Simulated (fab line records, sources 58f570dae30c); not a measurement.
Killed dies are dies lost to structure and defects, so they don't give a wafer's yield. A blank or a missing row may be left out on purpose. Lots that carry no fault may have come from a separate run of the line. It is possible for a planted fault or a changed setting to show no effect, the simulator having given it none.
Which of the tools did it? / flow berkeleyCmos170 / 15 lots, 45 wafers sampled, at 5 steps of a route of 331

== WHAT THE GAUGES READ, wafer by wafer ==
UCB170_WELLDRIVE_THK_MEAS_02. Usual: WELLDRIVE_OXIDE_THK 198 nm, standard deviation 3.5.
lot=L231; measured=day 3 14:11; on=filmMetro-02; WELLDRIVE_OXIDE_THK (nm)=200 197 200; flag=
lot=L232; measured=day 3 19:30; on=filmMetro-01; WELLDRIVE_OXIDE_THK (nm)=200 201 200; flag=
lot=L235; measured=day 4 06:18; on=filmMetro-01; WELLDRIVE_OXIDE_THK (nm)=197 197 198; flag=
lot=L234; measured=day 4 06:19; on=filmMetro-03; WELLDRIVE_OXIDE_THK (nm)=196 196 196; flag=
lot=L236; measured=day 4 06:19; on=filmMetro-02; WELLDRIVE_OXIDE_THK (nm)=197 196 195; flag=
lot=L237; measured=day 4 16:59; on=filmMetro-01; WELLDRIVE_OXIDE_THK (nm)=197 201 200; flag=
lot=L238; measured=day 5 00:43; on=filmMetro-03; WELLDRIVE_OXIDE_THK (nm)=197 198 201; flag=
lot=L243; measured=day 6 02:20; on=filmMetro-02; WELLDRIVE_OXIDE_THK (nm)=197 200 202; flag=
lot=L245; measured=day 6 15:36; on=filmMetro-01; WELLDRIVE_OXIDE_THK (nm)=190 193 191; flag=
lot=L247; measured=day 7 00:32; on=filmMetro-02; WELLDRIVE_OXIDE_THK (nm)=195 197 198; flag=
lot=L249; measured=day 7 05:08; on=filmMetro-03; WELLDRIVE_OXIDE_THK (nm)=193 196 191; flag=
lot=L248; measured=day 7 05:08; on=filmMetro-02; WELLDRIVE_OXIDE_THK (nm)=194 193 192; flag=
lot=L251; measured=day 8 01:31; on=filmMetro-02; WELLDRIVE_OXIDE_THK (nm)=203 201 202; flag=
lot=L252; measured=day 8 05:00; on=filmMetro-01; WELLDRIVE_OXIDE_THK (nm)=203 202 202; flag=
lot=L253; measured=day 8 07:50; on=filmMetro-01; WELLDRIVE_OXIDE_THK (nm)=193 196 198; flag=

UCB170_GATE_OVL_MEAS_13. Usual: GATE_OVL -2 nm, standard deviation 5.3.
lot=L231; measured=day 6 13:29; on=overlay-02; GATE_OVL (nm)=10 -3 1; flag=
lot=L232; measured=day 6 13:28; on=overlay-01; GATE_OVL (nm)=-12 -8 -8; flag=
lot=L235; measured=day 7 04:35; on=overlay-02; GATE_OVL (nm)=-12 -9 -6; flag=
lot=L234; measured=day 7 04:53; on=overlay-01; GATE_OVL (nm)=-3 2 2; flag=
lot=L236; measured=day 7 05:10; on=overlay-02; GATE_OVL (nm)=3 -7 -4; flag=
lot=L237; measured=day 7 16:35; on=overlay-02; GATE_OVL (nm)=-2 -8 -3; flag=
lot=L238; measured=day 7 21:23; on=overlay-02; GATE_OVL (nm)=-4 4 1; flag=
lot=L243; measured=day 8 21:06; on=overlay-01; GATE_OVL (nm)=-4 -2 -5; flag=
lot=L245; measured=day 9 13:06; on=overlay-01; GATE_OVL (nm)=4 -4 7; flag=
lot=L247; measured=day 9 13:13; on=overlay-02; GATE_OVL (nm)=2 -6 -1; flag=
lot=L249; measured=day 9 20:46; on=overlay-01; GATE_OVL (nm)=5 1 4; flag=
lot=L248; measured=day 9 20:53; on=overlay-02; GATE_OVL (nm)=-2 -6 -10; flag=
lot=L251; measured=day 10 17:35; on=overlay-02; GATE_OVL (nm)=-3 2 -4; flag=
lot=L252; measured=day 11 03:34; on=overlay-02; GATE_OVL (nm)=6 14 -3; flag=
lot=L253; measured=day 11 03:19; on=overlay-01; GATE_OVL (nm)=-4 -11 -14; flag=

UCB170_M3_OVL_MEAS_16. Usual: M3_OVL 1 nm, standard deviation 5.7.
lot=L231; measured=day 8 08:07; on=overlay-02; M3_OVL (nm)=-4 -1 -4; flag=
lot=L232; measured=day 8 08:24; on=overlay-02; M3_OVL (nm)=0 0 -1; flag=
lot=L235; measured=day 8 17:37; on=overlay-01; M3_OVL (nm)=9 5 5; flag=
lot=L234; measured=day 8 17:31; on=overlay-02; M3_OVL (nm)=6 0 9; flag=
lot=L236; measured=day 8 16:43; on=overlay-01; M3_OVL (nm)=-3 6 -5; flag=
lot=L237; measured=day 9 11:04; on=overlay-01; M3_OVL (nm)=-2 -7 -8; flag=
lot=L238; measured=day 9 12:03; on=overlay-02; M3_OVL (nm)=1 -1 1; flag=
lot=L243; measured=day 10 12:56; on=overlay-01; M3_OVL (nm)=3 7 8; flag=
lot=L245; measured=day 11 09:37; on=overlay-01; M3_OVL (nm)=-4 -2 -4; flag=
lot=L247; measured=day 11 09:29; on=overlay-02; M3_OVL (nm)=1 0 -5; flag=
lot=L249; measured=day 11 09:20; on=overlay-01; M3_OVL (nm)=6 10 10; flag=
lot=L248; measured=day 11 09:46; on=overlay-02; M3_OVL (nm)=-6 -4 -2; flag=
lot=L251; measured=day 12 12:35; on=overlay-02; M3_OVL (nm)=-2 1 3; flag=
lot=L252; measured=day 12 19:25; on=overlay-01; M3_OVL (nm)=-5 1 -3; flag=
lot=L253; measured=day 12 16:25; on=overlay-01; M3_OVL (nm)=11 9 6; flag=

== WHICH TOOL RAN EACH LOT (tool, then ch and the chambers of the sampled wafers, then the start) ==
lot=L231; UCB170_PWELL_ETCH_14=rieDiel-04 ch 1,2,3, day 3 04:16; UCB170_PWELL_STRIP_16=plasmaAsher-02 ch 0,1, day 3 04:31
lot=L232; UCB170_PWELL_ETCH_14=rieDiel-01 ch 2,3, day 3 04:49; UCB170_PWELL_STRIP_16=plasmaAsher-01 ch 0,1, day 3 05:04
lot=L235; UCB170_PWELL_ETCH_14=rieDiel-01 ch 0,1,2, day 3 18:26; UCB170_PWELL_STRIP_16=plasmaAsher-02 ch 0,1, day 3 18:41
lot=L234; UCB170_PWELL_ETCH_14=rieDiel-04 ch 0,1,2, day 3 18:31; UCB170_PWELL_STRIP_16=plasmaAsher-01 ch 0,1, day 3 18:46
lot=L236; UCB170_PWELL_ETCH_14=rieDiel-01 ch 0,1, day 3 18:47; UCB170_PWELL_STRIP_16=plasmaAsher-02 ch 0,1, day 3 19:02
lot=L237; UCB170_PWELL_ETCH_14=rieDiel-04 ch 0,1,2, day 4 04:59; UCB170_PWELL_STRIP_16=plasmaAsher-02 ch 0,1, day 4 05:16
lot=L238; UCB170_PWELL_ETCH_14=rieDiel-01 ch 0,1,2, day 4 10:32; UCB170_PWELL_STRIP_16=plasmaAsher-02 ch 0,1, day 4 10:49
lot=L243; UCB170_PWELL_ETCH_14=rieDiel-04 ch 0,1,3, day 5 14:02; UCB170_PWELL_STRIP_16=plasmaAsher-03 ch 0,1, day 5 14:17
lot=L245; UCB170_PWELL_ETCH_14=rieDiel-04 ch 0,2,3, day 6 04:42; UCB170_PWELL_STRIP_16=plasmaAsher-03 ch 0,1, day 6 04:58
lot=L247; UCB170_PWELL_ETCH_14=rieDiel-03 ch 0,2, day 6 11:55; UCB170_PWELL_STRIP_16=plasmaAsher-01 ch 0,1, day 6 12:10
lot=L249; UCB170_PWELL_ETCH_14=rieDiel-03 ch 0,2,3, day 6 16:38; UCB170_PWELL_STRIP_16=plasmaAsher-01 ch 0,1, day 6 16:53
lot=L248; UCB170_PWELL_ETCH_14=rieDiel-04 ch 0,2,3, day 6 16:55; UCB170_PWELL_STRIP_16=plasmaAsher-03 ch 0,1, day 6 17:10
lot=L251; UCB170_PWELL_ETCH_14=rieDiel-04 ch 1,2, day 7 13:43; UCB170_PWELL_STRIP_16=plasmaAsher-03 ch 0,1, day 7 13:59
lot=L252; UCB170_PWELL_ETCH_14=rieDiel-01 ch 0,2,3, day 7 14:53; UCB170_PWELL_STRIP_16=plasmaAsher-01 ch 0,1, day 7 15:08
lot=L253; UCB170_PWELL_ETCH_14=rieDiel-01 ch 0,2,3, day 7 20:10; UCB170_PWELL_STRIP_16=plasmaAsher-02 ch 0,1, day 7 20:25
- UCB170_PWELL_ETCH_14: etches Si3N4 in CH3F/Ar/O2, stops on SiO2, target depth 242 nm, time 151 s.
- UCB170_PWELL_STRIP_16: strips in O2.

== AS READ BY THE TOOLS THEMSELVES (means over the sampled wafers that have a number; for cases with no such wafer, the mark the record gives instead) ==
UCB170_PWELL_ETCH_14. Usual: chamberPressureMTorr 50.00 mTorr, standard deviation 0.046; drypumpMotorCurrentA 5.44 A, standard deviation 0.28; oesProductAu 0.937 a.u., standard deviation 0.014; throttleValvePct 8.09 %, standard deviation 0.14.
lot=L231; tool=rieDiel-04; chamberPressureMTorr (mTorr)=50.04; drypumpMotorCurrentA (A)=5.40; oesProductAu (a.u.)=0.929; throttleValvePct (%)=8.12; flag=
lot=L232; tool=rieDiel-01; chamberPressureMTorr (mTorr)=49.99; drypumpMotorCurrentA (A)=5.62; oesProductAu (a.u.)=0.942; throttleValvePct (%)=8.17; flag=
lot=L235; tool=rieDiel-01; chamberPressureMTorr (mTorr)=50.02; drypumpMotorCurrentA (A)=5.29; oesProductAu (a.u.)=0.935; throttleValvePct (%)=8.05; flag=
lot=L234; tool=rieDiel-04; chamberPressureMTorr (mTorr)=49.95; drypumpMotorCurrentA (A)=5.52; oesProductAu (a.u.)=0.942; throttleValvePct (%)=8.09; flag=
lot=L236; tool=rieDiel-01; chamberPressureMTorr (mTorr)=50.01; drypumpMotorCurrentA (A)=5.14; oesProductAu (a.u.)=0.923; throttleValvePct (%)=8.08; flag=
lot=L237; tool=rieDiel-04; chamberPressureMTorr (mTorr)=50.03; drypumpMotorCurrentA (A)=5.52; oesProductAu (a.u.)=0.933; throttleValvePct (%)=8.09; flag=
lot=L238; tool=rieDiel-01; chamberPressureMTorr (mTorr)=50.00; drypumpMotorCurrentA (A)=5.30; oesProductAu (a.u.)=0.927; throttleValvePct (%)=8.04; flag=
lot=L243; tool=rieDiel-04; chamberPressureMTorr (mTorr)=50.07; drypumpMotorCurrentA (A)=5.34; oesProductAu (a.u.)=0.937; throttleValvePct (%)=8.16; flag=
lot=L245; tool=rieDiel-04; chamberPressureMTorr (mTorr)=50.03; drypumpMotorCurrentA (A)=5.36; oesProductAu (a.u.)=0.941; throttleValvePct (%)=8.05; flag=
lot=L247; tool=rieDiel-03; chamberPressureMTorr (mTorr)=50.01; drypumpMotorCurrentA (A)=5.85; oesProductAu (a.u.)=0.938; throttleValvePct (%)=8.07; flag=
lot=L249; tool=rieDiel-03; chamberPressureMTorr (mTorr)=50.00; drypumpMotorCurrentA (A)=5.68; oesProductAu (a.u.)=0.929; throttleValvePct (%)=8.08; flag=
lot=L248; tool=rieDiel-04; chamberPressureMTorr (mTorr)=49.98; drypumpMotorCurrentA (A)=5.36; oesProductAu (a.u.)=0.932; throttleValvePct (%)=8.05; flag=
lot=L251; tool=rieDiel-04; chamberPressureMTorr (mTorr)=49.97; drypumpMotorCurrentA (A)=5.57; oesProductAu (a.u.)=0.948; throttleValvePct (%)=8.17; flag=
lot=L252; tool=rieDiel-01; chamberPressureMTorr (mTorr)=49.95; drypumpMotorCurrentA (A)=5.40; oesProductAu (a.u.)=0.941; throttleValvePct (%)=8.06; flag=
lot=L253; tool=rieDiel-01; chamberPressureMTorr (mTorr)=50.00; drypumpMotorCurrentA (A)=5.39; oesProductAu (a.u.)=0.938; throttleValvePct (%)=8.06; flag=

UCB170_PWELL_STRIP_16. Usual: chamberPressureMTorr 3500 mTorr, standard deviation 3.1; drypumpMotorCurrentA 5.88 A, standard deviation 0.26; oesProductAu 0.721 a.u., standard deviation 0.0049; stripTimeToEndpointS 18.07 s, standard deviation 0.073.
lot=L231; tool=plasmaAsher-02; chamberPressureMTorr (mTorr)=3497; drypumpMotorCurrentA (A)=5.73; oesProductAu (a.u.)=0.720; stripTimeToEndpointS (s)=18.03; flag=
lot=L232; tool=plasmaAsher-01; chamberPressureMTorr (mTorr)=3500; drypumpMotorCurrentA (A)=6.09; oesProductAu (a.u.)=0.723; stripTimeToEndpointS (s)=18.06; flag=
lot=L235; tool=plasmaAsher-02; chamberPressureMTorr (mTorr)=3502; drypumpMotorCurrentA (A)=5.87; oesProductAu (a.u.)=0.725; stripTimeToEndpointS (s)=17.91; flag=
lot=L234; tool=plasmaAsher-01; chamberPressureMTorr (mTorr)=3502; drypumpMotorCurrentA (A)=6.19; oesProductAu (a.u.)=0.722; stripTimeToEndpointS (s)=18.02; flag=
lot=L236; tool=plasmaAsher-02; chamberPressureMTorr (mTorr)=3498; drypumpMotorCurrentA (A)=5.88; oesProductAu (a.u.)=0.721; stripTimeToEndpointS (s)=18.03; flag=
lot=L237; tool=plasmaAsher-02; chamberPressureMTorr (mTorr)=3502; drypumpMotorCurrentA (A)=5.74; oesProductAu (a.u.)=0.721; stripTimeToEndpointS (s)=18.01; flag=
lot=L238; tool=plasmaAsher-02; chamberPressureMTorr (mTorr)=3500; drypumpMotorCurrentA (A)=5.74; oesProductAu (a.u.)=0.720; stripTimeToEndpointS (s)=17.98; flag=
lot=L243; tool=plasmaAsher-03; chamberPressureMTorr (mTorr)=3500; drypumpMotorCurrentA (A)=5.68; oesProductAu (a.u.)=0.721; stripTimeToEndpointS (s)=18.07; flag=
lot=L245; tool=plasmaAsher-03; chamberPressureMTorr (mTorr)=3500; drypumpMotorCurrentA (A)=5.68; oesProductAu (a.u.)=0.725; stripTimeToEndpointS (s)=18.05; flag=
lot=L247; tool=plasmaAsher-01; chamberPressureMTorr (mTorr)=3501; drypumpMotorCurrentA (A)=6.18; oesProductAu (a.u.)=0.722; stripTimeToEndpointS (s)=17.99; flag=
lot=L249; tool=plasmaAsher-01; chamberPressureMTorr (mTorr)=3497; drypumpMotorCurrentA (A)=6.16; oesProductAu (a.u.)=0.722; stripTimeToEndpointS (s)=18.08; flag=
lot=L248; tool=plasmaAsher-03; chamberPressureMTorr (mTorr)=3498; drypumpMotorCurrentA (A)=5.86; oesProductAu (a.u.)=0.721; stripTimeToEndpointS (s)=18.12; flag=
lot=L251; tool=plasmaAsher-03; chamberPressureMTorr (mTorr)=3497; drypumpMotorCurrentA (A)=5.86; oesProductAu (a.u.)=0.716; stripTimeToEndpointS (s)=18.08; flag=
lot=L252; tool=plasmaAsher-01; chamberPressureMTorr (mTorr)=3498; drypumpMotorCurrentA (A)=6.17; oesProductAu (a.u.)=0.717; stripTimeToEndpointS (s)=18.14; flag=
lot=L253; tool=plasmaAsher-02; chamberPressureMTorr (mTorr)=3499; drypumpMotorCurrentA (A)=5.75; oesProductAu (a.u.)=0.720; stripTimeToEndpointS (s)=18.09; flag=

== THE ANSWER, worked out from the rows above alone ==
Rule: take the mean of a lot's wafers that have a number; if it is more than 3 standard deviations from the usual mean, the lot is off. A lot without any number at a reading at which 4 lots or more have one is off too. Where the step has rows for the other lots, those lots are counted as sound. Order of review: gauges by route order, followed by the tools' own readings, for which a lot's mean as printed above is used. At the first step where some lot is off, the reading lying furthest off is the one used; lots without a number count as furthest.
Across all readings shown, no lot is off: no conclusion can be drawn from this.

== WHAT THE SIMULATOR HAD PUT IN ==
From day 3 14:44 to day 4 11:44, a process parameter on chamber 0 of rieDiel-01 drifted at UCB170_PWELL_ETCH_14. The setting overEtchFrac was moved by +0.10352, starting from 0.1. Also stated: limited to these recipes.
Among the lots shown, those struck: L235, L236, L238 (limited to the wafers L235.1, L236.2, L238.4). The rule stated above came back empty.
